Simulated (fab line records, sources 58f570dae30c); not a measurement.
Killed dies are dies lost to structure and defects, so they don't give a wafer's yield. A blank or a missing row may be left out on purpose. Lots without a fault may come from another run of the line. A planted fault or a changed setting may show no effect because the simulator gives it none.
Which tool did it? | flow berkeley_cmos170 | 7 lots, 21 wafers sampled, at 3 steps of a route of 331

WHAT THE GAUGES READ, wafer by wafer
UCB170_M2_OVL_MEAS_16.
lot  | measured     | on         | M2_OVL (nm)
L482 | day 7 15:17  | overlay-02 | 9 6 5
L490 | day 9 04:22  | overlay-01 | -3 3 -6
L492 | day 9 21:17  | overlay-02 | 7 2 4
L496 | day 10 16:06 | overlay-01 | 5 -6 6
L497 | day 10 22:14 | overlay-01 | -3 -4 -8
L499 | day 11 02:37 | overlay-01 | 6 -2 10
L502 | day 11 22:50 | overlay-01 | 1 15 15

WHICH TOOL RAN EACH LOT (tool, then ch and the chambers of the sampled wafers, then the start)
lot  | UCB170_GATE_ETCH_15             | UCB170_NLDD_STRIP_10
L482 | rie_si-01 ch 2,3, day 6 05:13   | plasma_asher-04 ch 0,1, day 6 11:54
L490 | rie_si-02 ch 0,1,3, day 7 21:29 | plasma_asher-04 ch 0,1, day 8 01:19
L492 | rie_si-01 ch 0,1, day 8 11:14   | plasma_asher-02 ch 0,1, day 8 16:03
L496 | rie_si-01 ch 0,1, day 9 08:03   | plasma_asher-04 ch 0,1, day 9 15:28
L497 | rie_si-01 ch 1,2,3, day 9 08:14 | plasma_asher-01 ch 0,1, day 9 15:11
L499 | rie_si-01 ch 0,3, day 9 15:43   | plasma_asher-04 ch 0,1, day 9 20:02
L502 | rie_si-01 ch 0,1, day 10 15:28  | plasma_asher-01 ch 0,1, day 10 20:10
- UCB170_GATE_ETCH_15: etches poly-Si in HBr/Cl2, stops on SiO2, time 56.3 s, target depth 278.2 nm.
- UCB170_NLDD_STRIP_10: strips in O2.

THE ANSWER, worked out from the rows above alone
Rule: what is usual is taken from the lots themselves. Put in order of their means at a reading, lots are off if they are a third of the lots or fewer, leave a main group of 4 or more, and stand apart from it by a gap of 3 or more times the standard deviation of the main group's means; of several such gaps the widest counts. A main group whose means are all the same, to the digits that the tables above print for the reading, isn't used. A lot without any number at a reading at which 4 lots or more have one is off too. The other lots that the step has rows for count as sound.
No lot is off at any reading shown: from this, nothing can be told.

WHAT THE SIMULATOR HAD PUT IN
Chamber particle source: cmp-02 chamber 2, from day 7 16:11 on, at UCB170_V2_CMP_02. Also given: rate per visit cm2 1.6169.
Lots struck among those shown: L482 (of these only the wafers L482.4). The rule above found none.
